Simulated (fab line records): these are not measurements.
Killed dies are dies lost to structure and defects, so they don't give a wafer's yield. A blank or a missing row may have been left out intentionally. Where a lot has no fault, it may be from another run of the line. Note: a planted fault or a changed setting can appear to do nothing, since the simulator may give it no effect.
fab line records + flow berkeleyCmos170
record:
- lots: 7
- wafers: 21
- lastDay: 11
route steps=331 shown M2@276
lots with no fault: from the same line, run without faults
startH: hours from the record's opening day to when the first of the lot's shown wafers began + waitH: hours elapsed since this lot's preceding step + " repeats the value in the row above + L1.1+2: a row that stands for several wafers + - no value present, or no start provided + * or withheld: withheld + < > ~ a bound
route shown NAME@n: a module of which the file shows steps, and the number in the route of the first + usual: average and standard deviation across the fault-free wafers + same: alike in all rows + chamber/n: place in a boat + sites: readings site by site + _std_site: the values' standard deviation + _edge_site: mean of outer sites minus mean of inner sites + radiusMm: how far each site lies from the wafer's centre + mask NAME#n: copy n + behind: the most recent tool/chamber to have shaped the wafer + hold: what put the lot on hold/how long, in hours/how the hold closed + device: transistor that didn't switch, given as n, p or np + end of line: the tests these same wafers got at the end of their route + for a step that has no rows: nothing shown but its recipe + killed: not the wafer's yield, but the dies lost to structure and defects at the first sort + map: a wafer's dies, x killed, . not, _ none there
set.NAME: the setting the step ran with; set.NAME@STEP: the setting that earlier step ran with + model.NAME: the simulator's own value behind a step, which no gauge read
a table for each step, a row for each wafer; lots at some steps of the route
services: when a tool's chamber went out of use (startH, in hours from the record's first day, below 0 if earlier), for how many hours, and the reason
== steps ==
step: UCB170_M2_COAT_05
recipe:
- resist: KrF
- spinRpm: 1500
- resistThkNm: 900
step: UCB170_M2_SOFTBAKE_06
recipe:
- resist: KrF
- tempC: 130
- timeS: 60
step: UCB170_M2_STRIP_07
recipe:
- chemistry: O2
- powerW: 400
- pressureMtorr: 3500
- platenTempC: withheld
- o2FlowSccm: 400
- overashFraction: 0.5
usual:
- drypumpMotorCurrentA: 5.8/0.64
- oesProductAu: 0.734/0.0046
- stripTimeToEndpointS: 21.99/0.073
| lot.wafer | tool           | chamber | startH | waitH | drypumpMotorCurrentA | oesProductAu | rfHoursCounterH | stripTimeToEndpointS |
|-----------|----------------|---------|--------|-------|----------------------|--------------|-----------------|----------------------|
| L858.1    | plasmaAsher-03 | 1       | 143.17 | 0.1   | 6.7                  | 0.735        | 43              | 21.97                |
| L858.3    | "              | 1       | "      | "     | 6.7                  | 0.734        | -               | 21.97                |
| L858.5    | "              | 1       | "      | "     | 6.7                  | 0.730        | -               | 22.04                |
| L860.2    | plasmaAsher-03 | 1       | 168.02 | 0.1   | 6.7                  | 0.729        | 46              | 22.14                |
| L860.4    | "              | 0       | "      | "     | 5.1                  | 0.733        | -               | 22.04                |
| L860.6    | "              | 1       | "      | "     | 6.7                  | 0.742        | -               | 22.03                |
| L872.1    | plasmaAsher-03 | 0       | 223.27 | 0.1   | 5.1                  | 0.736        | 52              | 21.88                |
| L872.2    | "              | 1       | "      | "     | 6.7                  | 0.730        | 52              | 21.90                |
| L872.5    | "              | 0       | "      | "     | 5.2                  | 0.741        | -               | 21.87                |
| L873.1    | plasmaAsher-03 | 1       | 223.72 | 0.1   | 6.7                  | 0.737        | 52              | 22.07                |
| L873.5    | "              | 1       | "      | "     | 6.7                  | 0.734        | -               | 22.00                |
| L873.6    | "              | 0       | "      | "     | 5.1                  | 0.735        | -               | 22.04                |
| L875.1    | plasmaAsher-01 | 1       | 225.23 | 0.1   | 5.2                  | 0.733        | 57              | 22.09                |
| L875.4    | "              | 1       | "      | "     | 5.2                  | 0.727        | -               | 22.07                |
| L875.5    | "              | 0       | "      | "     | 5.5                  | 0.740        | -               | 22.04                |
| L876.3    | plasmaAsher-04 | 0       | 248.74 | 0.1   | 6.4                  | 0.739        | -               | 21.96                |
| L876.4    | "              | 1       | "      | "     | 6.1                  | 0.731        | -               | 21.93                |
| L876.5    | "              | 1       | "      | "     | 6.1                  | 0.734        | -               | 21.93                |
| L879.2    | plasmaAsher-03 | 0       | 249.55 | 0.1   | 5.1                  | 0.739        | 55              | 21.99                |
| L879.3    | "              | 1       | "      | "     | 6.7                  | 0.735        | -               | 21.94                |
| L879.4    | "              | 0       | "      | "     | 5.1                  | 0.726        | -               | 22.07                |
step: UCB170_M2_STRIP_08
recipe:
- chemistry: DMSO
- tempC: 80
- timeS: 600
- material: KrF
step: UCB170_M2_COAT_09
recipe:
- resist: BARC
- tempC: withheld
- timeS: withheld
- spinRpm: 3000
- resistThkNm: withheld
step: UCB170_M2_COAT_10
recipe:
- resist: KrF
- spinRpm: 1500
- resistThkNm: 900
step: UCB170_M2_SOFTBAKE_11
recipe:
- resist: KrF
- tempC: 130
- timeS: 60
step: UCB170_M2_EXPOSE_12
recipe:
- maskId: METAL2
- targetCdNm: 700
- na: 0.5
- sigmaOuter: 0.6
- sourceShape: conventional
- doseMj: 26
step: UCB170_M2_PEB_13
recipe:
- pebTempC: 130
- pebTimeS: withheld
- resist: KrF
step: UCB170_M2_DEVELOP_14
recipe:
- developer: TMAH
- developTimeS: 45
- resist: KrF
- devTempC: 21
step: UCB170_M2_CD_MEAS_15
recipe:
- targetCdNm: 700
usual:
- cdNm: 699.4/1.3
| lot.wafer | tool     | chamber | startH | waitH | cdNm  |
|-----------|----------|---------|--------|-------|-------|
| L858.1    | cdSem-01 | -       | 145.00 | -     | 700.2 |
| L858.3    | "        | -       | "      | "     | 698.6 |
| L858.5    | "        | -       | "      | "     | 699.3 |
| L860.2    | cdSem-02 | -       | 169.62 | -     | 700.2 |
| L860.4    | "        | -       | "      | "     | 700.2 |
| L860.6    | "        | -       | "      | "     | 700.5 |
| L872.1    | cdSem-02 | -       | 224.40 | -     | 697.6 |
| L872.2    | "        | -       | "      | "     | 698.4 |
| L872.5    | "        | -       | "      | "     | 698.8 |
| L873.1    | cdSem-02 | -       | 225.21 | -     | 696.9 |
| L873.5    | "        | -       | "      | "     | 697.8 |
| L873.6    | "        | -       | "      | "     | 696.3 |
| L875.1    | cdSem-02 | -       | 226.45 | -     | 700.0 |
| L875.4    | "        | -       | "      | "     | 700.3 |
| L875.5    | "        | -       | "      | "     | 700.5 |
| L876.3    | cdSem-02 | -       | 252.06 | -     | 703.0 |
| L876.4    | "        | -       | "      | "     | 703.3 |
| L876.5    | "        | -       | "      | "     | 700.9 |
| L879.2    | cdSem-02 | -       | 252.17 | -     | 698.6 |
| L879.3    | "        | -       | "      | "     | 697.7 |
| L879.4    | "        | -       | "      | "     | 699.2 |
step: UCB170_M2_OVL_MEAS_16
usual:
- M2_OVL: 0/5
| lot.wafer | tool       | chamber | startH | waitH | M2_OVL[nm] |
|-----------|------------|---------|--------|-------|------------|
| L858.1    | overlay-01 | -       | 145.12 | 0.1   | 10         |
| L858.3    | "          | -       | "      | "     | 9          |
| L858.5    | "          | -       | "      | "     | 10         |
| L860.2    | overlay-02 | -       | 169.73 | 0.1   | -9         |
| L860.4    | "          | -       | "      | "     | -8         |
| L860.6    | "          | -       | "      | "     | -11        |
| L872.1    | overlay-02 | -       | 224.52 | 0.1   | -2         |
| L872.2    | "          | -       | "      | "     | -4         |
| L872.5    | "          | -       | "      | "     | -4         |
| L873.1    | overlay-02 | -       | 225.33 | 0.1   | 2          |
| L873.5    | "          | -       | "      | "     | -5         |
| L873.6    | "          | -       | "      | "     | 4          |
| L875.1    | overlay-02 | -       | 226.57 | 0.1   | -1         |
| L875.4    | "          | -       | "      | "     | 0          |
| L875.5    | "          | -       | "      | "     | 1          |
| L876.3    | overlay-01 | -       | 252.16 | 0.1   | -12        |
| L876.4    | "          | -       | "      | "     | -9         |
| L876.5    | "          | -       | "      | "     | -12        |
| L879.2    | overlay-01 | -       | 252.28 | 0.1   | 7          |
| L879.3    | "          | -       | "      | "     | 6          |
| L879.4    | "          | -       | "      | "     | 5          |
step: UCB170_M2_ETCH_17
recipe:
- chemistry: N2/H2
- targetDepthA: withheld
- overetchA: withheld
- target: BARC
- timeS: withheld
- sourceW: 500
- biasW: 100
- pressureMtorr: 30
- n2FlowSccm: 100
- h2FlowSccm: 200
usual:
- biasW: 100.05/0.29
- chamberPressureMTorr: 30.001/0.029
- drypumpMotorCurrentA: 5.8/0.56
- oesProductAu: 0.992/0.02
- rfFwdPowerW: 495.3/1.8
- throttleValvePct: 13.22/0.2
| lot.wafer | tool       | chamber | startH | waitH | biasW  | chamberPressureMTorr | drypumpMotorCurrentA | oesProductAu | rfFwdPowerW | throttleValvePct |
|-----------|------------|---------|--------|-------|--------|----------------------|----------------------|--------------|-------------|------------------|
| L858.1    | rieDiel-01 | 3       | 145.15 | 0.0   | 99.82  | 29.993               | 6.2                  | 1.024        | 492.6       | 13.29            |
| L858.3    | "          | 0       | "      | "     | 100.35 | 30.022               | 6.3                  | 0.956        | 491.8       | 13.53            |
| L858.5    | "          | 3       | "      | "     | 100.34 | 30.006               | 6.2                  | 1.022        | 492.5       | 13.29            |
| L860.2    | rieDiel-01 | 3       | 169.76 | 0.0   | 100.39 | 29.988               | 6.2                  | 1.029        | 491.9       | 13.31            |
| L860.4    | "          | 1       | "      | "     | 100.21 | 29.864               | 5.1                  | 1.003        | 497.6       | 13.49            |
| L860.6    | "          | 2       | "      | "     | 100.21 | 29.994               | 6.5                  | 1.011        | 501.1       | 13.18            |
| L872.1    | rieDiel-01 | 0       | 224.56 | 0.0   | -      | -                    | -                    | -            | -           | -                |
| L872.2    | "          | 2       | "      | "     | -      | -                    | -                    | -            | -           | -                |
| L872.5    | "          | 1       | "      | "     | -      | -                    | -                    | -            | -           | -                |
| L873.1    | rieDiel-02 | 0       | 225.37 | 0.0   | -      | -                    | -                    | -            | -           | -                |
| L873.5    | "          | 3       | "      | "     | -      | -                    | -                    | -            | -           | -                |
| L873.6    | "          | 0       | "      | "     | -      | -                    | -                    | -            | -           | -                |
| L875.1    | rieDiel-02 | 0       | 226.61 | 0.0   | -      | -                    | -                    | -            | -           | -                |
| L875.4    | "          | 1       | "      | "     | -      | -                    | -                    | -            | -           | -                |
| L875.5    | "          | 2       | "      | "     | -      | -                    | -                    | -            | -           | -                |
| L876.3    | rieDiel-04 | 1       | 252.18 | 0.0   | 100.27 | 30.003               | 5.9                  | 0.990        | 494.6       | 13.00            |
| L876.4    | "          | 3       | "      | "     | 100.08 | 29.990               | 6.2                  | 0.982        | 498.2       | 13.28            |
| L876.5    | "          | 1       | "      | "     | 100.44 | 30.006               | 5.9                  | 0.979        | 495.8       | 12.99            |
| L879.2    | rieDiel-02 | 0       | 252.31 | 0.0   | 100.00 | 30.004               | 6.0                  | 0.959        | 495.9       | 13.40            |
| L879.3    | "          | 2       | "      | "     | 100.26 | 29.990               | 6.6                  | 1.012        | 494.4       | 13.05            |
| L879.4    | "          | 3       | "      | "     | 100.12 | 29.964               | 5.2                  | 0.987        | 496.0       | 12.93            |
step: UCB170_M2_METAL_ETCH_18
recipe:
- chemistry: Cl2/BCl3
- target: Al
- stopOn: SiO2
- pressureMtorr: 12
- targetDepthA: 11700
- overEtchFrac: 0.3
- timeS: 195
- icpW: 600
- biasW: 120
- Cl2_flow_sccm: 90
- bcl3FlowSccm: 45
usual:
- bcl3FlowSccm: 45.00/0.13
- biasW: 120.0/0.35
- drypumpMotorCurrentA: 5.5/0.32
- oesProductAu: 0.861/0.012
- rfFwdPowerW: 597.8/1.9
- throttleValvePct: 24.24/0.29
| lot.wafer | tool        | chamber | startH | waitH | bcl3FlowSccm | biasW | drypumpMotorCurrentA | oesProductAu | rfFwdPowerW | rfHoursCounterH | throttleValvePct |
|-----------|-------------|---------|--------|-------|--------------|-------|----------------------|--------------|-------------|-----------------|------------------|
| L858.1    | rieMetal-04 | 1       | 145.19 | -     | 45.02        | 119.3 | 5.6                  | 0.873        | 599.1       | 5               | 24.23            |
| L858.3    | "           | 1       | "      | "     | 44.65        | 119.8 | 5.6                  | 0.849        | 596.4       | -               | 24.23            |
| L858.5    | "           | 0       | "      | "     | 45.14        | 120.0 | 6.2                  | 0.850        | 596.6       | -               | 23.71            |
| L860.2    | rieMetal-04 | 1       | 169.80 | -     | 44.99        | 120.2 | 5.6                  | 0.872        | 597.8       | 6               | 24.24            |
| L860.4    | "           | 1       | "      | "     | 44.94        | 119.8 | 5.6                  | 0.856        | 597.4       | -               | 24.22            |
| L860.6    | "           | 0       | "      | "     | 44.99        | 120.0 | 6.1                  | 0.846        | 599.2       | -               | 23.69            |
| L872.1    | rieMetal-03 | 0       | 224.60 | -     | 44.88        | 120.0 | 5.4                  | 0.382        | 599.0       | 8               | 24.81            |
| L872.2    | "           | 1       | "      | "     | 44.93        | 120.0 | 5.3                  | 0.366        | 597.9       | 11              | 24.52            |
| L872.5    | "           | 1       | "      | "     | 44.97        | 120.3 | 5.3                  | 0.374        | 596.1       | -               | 24.50            |
| L873.1    | rieMetal-02 | 1       | 225.41 | -     | 45.26        | 120.3 | 5.1                  | 0.379        | 598.6       | 1               | 24.62            |
| L873.5    | "           | 0       | "      | "     | 44.81        | 119.8 | 5.6                  | 0.375        | 602.3       | -               | 24.60            |
| L873.6    | "           | 1       | "      | "     | 45.14        | 119.8 | 5.1                  | 0.381        | 598.8       | -               | 24.64            |
| L875.1    | rieMetal-04 | 1       | 226.65 | -     | 45.07        | 120.3 | 5.5                  | 0.381        | 596.5       | 7               | 24.46            |
| L875.4    | "           | 1       | "      | "     | 45.07        | 120.6 | 5.5                  | 0.383        | 596.1       | -               | 24.46            |
| L875.5    | "           | 0       | "      | "     | 45.17        | 120.1 | 6.1                  | 0.378        | 597.2       | -               | 23.93            |
| L876.3    | rieMetal-04 | 1       | 252.28 | -     | 44.98        | 120.1 | 5.6                  | 0.871        | 596.1       | -               | 24.22            |
| L876.4    | "           | 0       | "      | "     | 45.02        | 119.7 | 6.1                  | 0.851        | 597.2       | -               | 23.69            |
| L876.5    | "           | 0       | "      | "     | 45.06        | 119.4 | 6.1                  | 0.859        | 598.7       | -               | 23.67            |
| L879.2    | rieMetal-03 | 0       | 252.35 | -     | 44.75        | 120.2 | 5.4                  | 0.870        | 597.0       | 8               | 24.58            |
| L879.3    | "           | 1       | "      | "     | 44.97        | 119.7 | 5.3                  | 0.853        | 598.9       | -               | 24.27            |
| L879.4    | "           | 0       | "      | "     | 45.06        | 120.1 | 5.4                  | 0.875        | 597.7       | -               | 24.57            |
step: UCB170_M2_STRIP_19
recipe:
- chemistry: O2
- powerW: 400
- pressureMtorr: 3500
- platenTempC: withheld
- o2FlowSccm: 400
- overashFraction: 0.5
usual:
- drypumpMotorCurrentA: 5.8/0.58
- oesProductAu: 0.534/0.012
| lot.wafer | tool           | chamber | startH | waitH | drypumpMotorCurrentA | oesProductAu | rfHoursCounterH |
|-----------|----------------|---------|--------|-------|----------------------|--------------|-----------------|
| L858.1    | plasmaAsher-03 | 0       | 145.38 | 0.1   | 5.1                  | 0.520        | 44              |
| L858.3    | "              | 0       | "      | "     | 5.1                  | 0.540        | -               |
| L858.5    | "              | 0       | "      | "     | 5.1                  | 0.539        | -               |
| L860.2    | plasmaAsher-03 | 1       | 169.99 | 0.1   | 6.7                  | 0.531        | 47              |
| L860.4    | "              | 0       | "      | "     | 5.1                  | 0.532        | -               |
| L860.6    | "              | 1       | "      | "     | 6.7                  | 0.544        | -               |
| L872.1    | plasmaAsher-03 | 1       | 224.79 | 0.1   | 6.7                  | 0.550        | 52              |
| L872.2    | "              | 0       | "      | "     | 5.1                  | 0.525        | 52              |
| L872.5    | "              | 0       | "      | "     | 5.2                  | 0.542        | -               |
| L873.1    | plasmaAsher-03 | 1       | 225.60 | 0.1   | 6.7                  | 0.536        | 52              |
| L873.5    | "              | 1       | "      | "     | 6.7                  | 0.515        | -               |
| L873.6    | "              | 0       | "      | "     | 5.1                  | 0.524        | -               |
| L875.1    | plasmaAsher-04 | 1       | 226.84 | 0.1   | 6.1                  | 0.514        | 12              |
| L875.4    | "              | 1       | "      | "     | 6.1                  | 0.523        | -               |
| L875.5    | "              | 1       | "      | "     | 6.1                  | 0.544        | -               |
| L876.3    | plasmaAsher-03 | 0       | 252.44 | 0.1   | 5.1                  | 0.508        | -               |
| L876.4    | "              | 1       | "      | "     | 6.7                  | 0.530        | -               |
| L876.5    | "              | 0       | "      | "     | 5.2                  | 0.523        | -               |
| L879.2    | plasmaAsher-04 | 0       | 252.54 | 0.1   | 6.4                  | 0.553        | 15              |
| L879.3    | "              | 1       | "      | "     | 6.1                  | 0.527        | -               |
| L879.4    | "              | 0       | "      | "     | 6.4                  | 0.556        | -               |
step: UCB170_M2_CD_MEAS_90
recipe:
- targetCdNm: 700
usual:
- cdNm: 700/3.2
| lot.wafer | tool     | chamber | startH | waitH | cdNm |
|-----------|----------|---------|--------|-------|------|
| L858.1    | cdSem-01 | -       | 145.56 | 0.1   | 699  |
| L858.3    | "        | -       | "      | "     | 698  |
| L858.5    | "        | -       | "      | "     | 697  |
| L860.2    | cdSem-02 | -       | 170.11 | 0.1   | 701  |
| L860.4    | "        | -       | "      | "     | 702  |
| L860.6    | "        | -       | "      | "     | 699  |
| L872.1    | cdSem-02 | -       | 224.89 | 0.1   | -    |
| L872.2    | "        | -       | "      | "     | -    |
| L872.5    | "        | -       | "      | "     | -    |
| L873.1    | cdSem-01 | -       | 225.70 | 0.1   | -    |
| L873.5    | "        | -       | "      | "     | -    |
| L873.6    | "        | -       | "      | "     | -    |
| L875.1    | cdSem-01 | -       | 226.94 | 0.1   | -    |
| L875.4    | "        | -       | "      | "     | -    |
| L875.5    | "        | -       | "      | "     | -    |
| L876.3    | cdSem-02 | -       | 252.55 | 0.1   | 702  |
| L876.4    | "        | -       | "      | "     | 701  |
| L876.5    | "        | -       | "      | "     | 699  |
| L879.2    | cdSem-01 | -       | 252.66 | 0.1   | 700  |
| L879.3    | "        | -       | "      | "     | 697  |
| L879.4    | "        | -       | "      | "     | 701  |
== services ==
| tool        | chamber | startH | hours | kind          |
|-------------|---------|--------|-------|---------------|
| rieMetal-03 | -       | 149.17 | 4.5   | repair        |
| rieDiel-01  | 1       | 154.12 | 6.7   | repair        |
| rieDiel-01  | -       | 167.49 | 1.5   | repair        |
| rieMetal-02 | 1       | 180.90 | -     | clean         |
| rieMetal-02 | 1       | 180.90 | 16.9  | scheduledDown |
| rieMetal-02 | 1       | 180.90 | 16.9  | ventCycle     |
| rieDiel-02  | 1       | 181.35 | 3.7   | repair        |
| rieDiel-04  | -       | 217.06 | 2.8   | pm            |
== key ==
firstSign:
- step: UCB170_M2_ETCH_17
- reading: toolRecord
- direction: missing
effect:
- step: UCB170_M2_METAL_ETCH_18
- reading: oesProductAu
- direction: down
- sigmas: 42
- usual: 0.861
- struck: 0.378
effect:
- step: UCB170_M2_CD_MEAS_90
- reading: cdNm
- direction: missing
metAt UCB170_M2_ETCH_17
struckWafers L872.1,L872.2,L872.5,L873.1,L873.5,L873.6,L875.1,L875.4,L875.5
laterRowsLeftOut L872.1,L872.2,L872.5,L873.1,L873.5,L873.6,L875.1,L875.4,L875.5
sortLeftOut L872.1,L872.2,L872.5,L873.1,L873.5,L873.6,L875.1,L875.4,L875.5
onsetBetween 169.76 224.56
fault:
- kind: skippedStepWhole
- tool: rieDiel-01,rieDiel-02
- chamber: -
- onsetH: 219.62
- steps: UCB170_M2_ETCH_17
- scope: struckLotsOnly
sortLeftOut: the simulated sort isn't trusted on such a fault, so these wafers' sort isn't shown, and their yield isn't known
laterRowsLeftOut: the simulator's readings of these wafers behind a module that went badly wrong aren't trusted and aren't shown, but for the sort
